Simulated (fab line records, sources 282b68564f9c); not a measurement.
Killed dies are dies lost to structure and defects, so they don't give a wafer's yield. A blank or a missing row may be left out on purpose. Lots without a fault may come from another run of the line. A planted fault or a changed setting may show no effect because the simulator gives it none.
Which tool did it? | flow rit_cmos | 7 lots, 21 wafers sampled, at 2 steps of a route of 202

WHAT THE GAUGES READ, wafer by wafer
RIT_FOX1_THK_MEAS_01.
lot  | measured    | on            | FOX1_OXIDE_THK (nm)
L139 | day 2 00:11 | film_metro-02 | 356 354 361
L141 | day 2 10:46 | film_metro-03 | 351 356 358
L144 | day 3 00:28 | film_metro-02 | 359 358 368
L146 | day 3 10:58 | film_metro-01 | 357 354 351
L151 | day 4 11:14 | film_metro-02 | 404 408 413
L155 | day 5 07:44 | film_metro-03 | 354 351 357
L160 | day 6 08:05 | film_metro-03 | 359 359 362

WHICH TOOL RAN EACH LOT (tool, then ch and the chambers of the sampled wafers, then the start)
lot  | RIT_FOX1_OXIDATION_00
L139 | furnace-02 ch 0, day 1 22:52
L141 | furnace-03 ch 0, day 2 09:28
L144 | furnace-02 ch 0, day 2 23:07
L146 | furnace-03 ch 0, day 3 09:39
L151 | furnace-03 ch 0, day 4 09:54
L155 | furnace-01 ch 0, day 5 06:25
L160 | furnace-02 ch 0, day 6 06:47
- RIT_FOX1_OXIDATION_00: target thk 350.7 nm, ox time 1130 s.

THE ANSWER, worked out from the rows above alone
Rule: what is usual is taken from the lots themselves. Put in order of their means at a reading, lots are off if they are a third of the lots or fewer, leave a main group of 4 or more, and stand apart from it by a gap of 3 or more times the standard deviation of the main group's means; of several such gaps the widest counts. A main group whose means are all the same, to the digits that the tables above print for the reading, isn't used. A lot without any number at a reading at which 4 lots or more have one is off too. The other lots that the step has rows for count as sound.
Off: L151, at RIT_FOX1_THK_MEAS_01 (FOX1_OXIDE_THK). The main group: mean 357 nm, standard deviation 3.
A tool fits if, at a process step before that reading, it ran every lot that is off, and no sound lot after the first of them. The gauges at RIT_FOX1_THK_MEAS_01 are tried like those tools. Can't be told from this: 2 tools fit, furnace-03 at RIT_FOX1_OXIDATION_00, film_metro-02 at RIT_FOX1_THK_MEAS_01.

WHAT THE SIMULATOR HAD PUT IN
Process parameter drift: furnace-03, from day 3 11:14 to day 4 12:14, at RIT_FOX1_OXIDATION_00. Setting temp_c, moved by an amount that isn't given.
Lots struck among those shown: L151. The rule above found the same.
